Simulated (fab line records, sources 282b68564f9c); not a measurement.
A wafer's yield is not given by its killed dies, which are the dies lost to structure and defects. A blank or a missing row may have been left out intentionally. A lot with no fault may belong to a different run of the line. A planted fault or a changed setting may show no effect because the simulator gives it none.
Struck lot and sound lot, side by side ; flow ritCmos ; 43 out of 202 route steps
Sound: wafers L229.2, L229.3, L229.6. The struck wafers were L237.1, L237.2, L237.3. The cause is named last.
For every step that has rows: the tool of each side, followed by ch and its chambers, followed by its first start. Under that, the readings that differ: sound wafers ; struck wafers ; difference of the means ; sigmas: that difference in standard deviations of wafers without a fault.
alike: same words and numbers on both sides, and readings whose means sit less than 2 such deviations apart. not compared: any withheld reading, any reading some wafer has no value for, any bound like >300 that may hide the same value, and any number with overlapping values for which the record gives no deviation.
The two part at a step that has a row with sigmas, a row that says differs or no value, or rows on one side only. When numbers do not overlap yet have no deviation, they are printed without sigmas and do not part them. A reading that every wafer of one side lacks parts them only if that side has two wafers or more.

first, 1 step without rows for these wafers: RIT_NSD_IMPLANT_08.
RIT_NSD_STRIP_09: strips in O2, time 180 s.
  sound on plasmaAsher-04 ch 0,1, day 4 02:28; struck on plasmaAsher-04 ch 0,1, day 5 19:56
  alike: chamberPressureMTorr, drypumpMotorCurrentA
  not compared: rfHoursCounterH
RIT_NSD_TW_MEAS_10:
  sound on filmMetro-01, day 4 02:39; struck on filmMetro-01, day 5 20:06
  alike: NSD_TW
then, 6 steps without rows for these wafers: RIT_PSD_HMDS_00 (prime time 60 s); RIT_PSD_COAT_01 (resist thk 1000 nm); RIT_PSD_SOFTBAKE_02 (time 60 s); RIT_PSD_EXPOSE_03 (exposes mask M10, target cd 40900 nm); RIT_PSD_PEB_04; RIT_PSD_DEVELOP_05 (develop time 50 s).
RIT_PSD_OVL_MEAS_06:
  sound on overlay-01, day 4 03:34; struck on overlay-01, day 5 21:10
  alike: PSD_OVL
then, 2 steps without rows for these wafers: RIT_PSD_HARDBAKE_07 (time 60 s); RIT_PSD_IMPLANT_08.
RIT_PSD_STRIP_09: strips in O2, time 180 s.
  sound on plasmaAsher-01 ch 1, day 4 03:53; struck on plasmaAsher-03 ch 0,1, day 5 21:30
  alike: chamberPressureMTorr, drypumpMotorCurrentA
  not compared: rfHoursCounterH
RIT_PSD_TW_MEAS_10:
  sound on filmMetro-04, day 4 04:05; struck on filmMetro-01, day 5 21:41
  alike: PSD_TW
then, 3 steps without rows for these wafers: RIT_SDANNEAL_CLEAN_00 (cleans in SC1, time 600 s); RIT_SDANNEAL_CLEAN_01 (cleans in dHF, time 30 s); RIT_SDANNEAL_CLEAN_02 (cleans in SC2, time 600 s).
RIT_SDANNEAL_RTA_03: time 5 s.
  sound on rtpAnneal-01 ch 0, day 4 04:30; struck on rtpAnneal-01 ch 0, day 5 22:08
  alike: rampUpCPerS, wafer_temp_C_max
RIT_SDANNEAL_RS_MEAS_04: measurement is done with a four-point probe.
  sound on filmMetro-02, day 4 04:34; struck on filmMetro-01, day 5 22:12
  alike: PSD_RS
RIT_SDANNEAL_RS_MEAS_05: measurement is done with a four-point probe.
  sound on filmMetro-02, day 4 04:41; struck on filmMetro-01, day 5 22:19
  alike: NSD_RS
RIT_SDANNEAL_RS_MEAS_06: measurement is done with a four-point probe.
  sound on filmMetro-02, day 4 04:49; struck on filmMetro-01, day 5 22:26
  alike: PLDD_RS
RIT_SDANNEAL_RS_MEAS_07: measurement is done with a four-point probe.
  sound on filmMetro-02, day 4 04:56; struck on filmMetro-01, day 5 22:34
  alike: NLDD_RS
then, 2 steps without rows for these wafers: RIT_SILICIDE_WET_ETCH_00 (etches SiO2 in BOE, target depth 14 nm, time 15 s); RIT_SILICIDE_SPUTTER_01 (material Ti, target thk 30 nm, time 240 s).
RIT_SILICIDE_RS_MEAS_02: measurement is done with a four-point probe.
  sound on filmMetro-02, day 4 05:13; struck on filmMetro-02, day 5 22:50
  alike: SILICIDE_TI_RS
RIT_SILICIDE_THK_MEAS_03: measures by xrf.
  sound on filmMetro-02, day 4 05:19; struck on filmMetro-02, day 5 22:58
  alike: SILICIDE_TI_THK
RIT_SILICIDE_RTA_04: time 10 s, ramp up 5 s, ramp down 5 s.
  sound on rtpAnneal-02 ch 0, day 4 05:23; struck on rtpAnneal-02 ch 0, day 5 23:01
  alike: wafer_temp_C_max
then, 1 step without rows for these wafers: RIT_SILICIDE_WET_ETCH_05 (etches Ti in SPM, time 120 s).
RIT_SILICIDE_RTA_06: time 10 s, ramp up 5 s, ramp down 10 s.
  sound on rtpAnneal-01 ch 0, day 4 05:29; struck on rtpAnneal-01 ch 0, day 5 23:08
  alike: wafer_temp_C_max
RIT_CONTACT_CVD_00: deposits SiO2 from TEOS, target thk 400 nm, time 61 s.
  sound on pecvd-04 ch 0,1,2, day 4 05:33; struck on pecvd-01 ch 0,1,2, day 5 23:12
  alike: heaterPowerW, susceptorTempC
RIT_CONTACT_THK_MEAS_01:
  sound on filmMetro-03, day 4 05:37; struck on filmMetro-03, day 5 23:15
  alike: CONTACT_TEOS_THK
then, 6 steps without rows for these wafers: RIT_CONTACT_HMDS_02 (prime time 60 s); RIT_CONTACT_COAT_03 (resist thk 1000 nm); RIT_CONTACT_SOFTBAKE_04 (time 60 s); RIT_CONTACT_EXPOSE_05 (exposes mask M11, target cd 1000 nm); RIT_CONTACT_PEB_06; RIT_CONTACT_DEVELOP_07 (develop time 120 s).
RIT_CONTACT_CD_MEAS_08 targets a cd of 1000 nm.
  sound on cdSem-02, day 4 06:46; struck on cdSem-01, day 6 00:25
  alike: cdNm
RIT_CONTACT_OVL_MEAS_09:
  sound on overlay-02, day 4 06:53; struck on overlay-02, day 6 00:32
  alike: CONTACT_OVL
then, 3 steps without rows for these wafers: RIT_CONTACT_HARDBAKE_10 (time 60 s); RIT_CONTACT_ETCH_11 (etches SiO2 in CHF3/CF4/Ar, stops on TiSi2, target depth 480 nm, time 320 s); RIT_CONTACT_STRIP_12 (strips in O2, time 180 s).
RIT_M1_PROBE_99:
  rows exist in the record for the struck wafers here (prober-02, day 6 05:34), but not for the sound ones

WHERE THEY PART
Only at RIT_M1_PROBE_99, as far as this record shows.

WHY: whatever the simulator had introduced
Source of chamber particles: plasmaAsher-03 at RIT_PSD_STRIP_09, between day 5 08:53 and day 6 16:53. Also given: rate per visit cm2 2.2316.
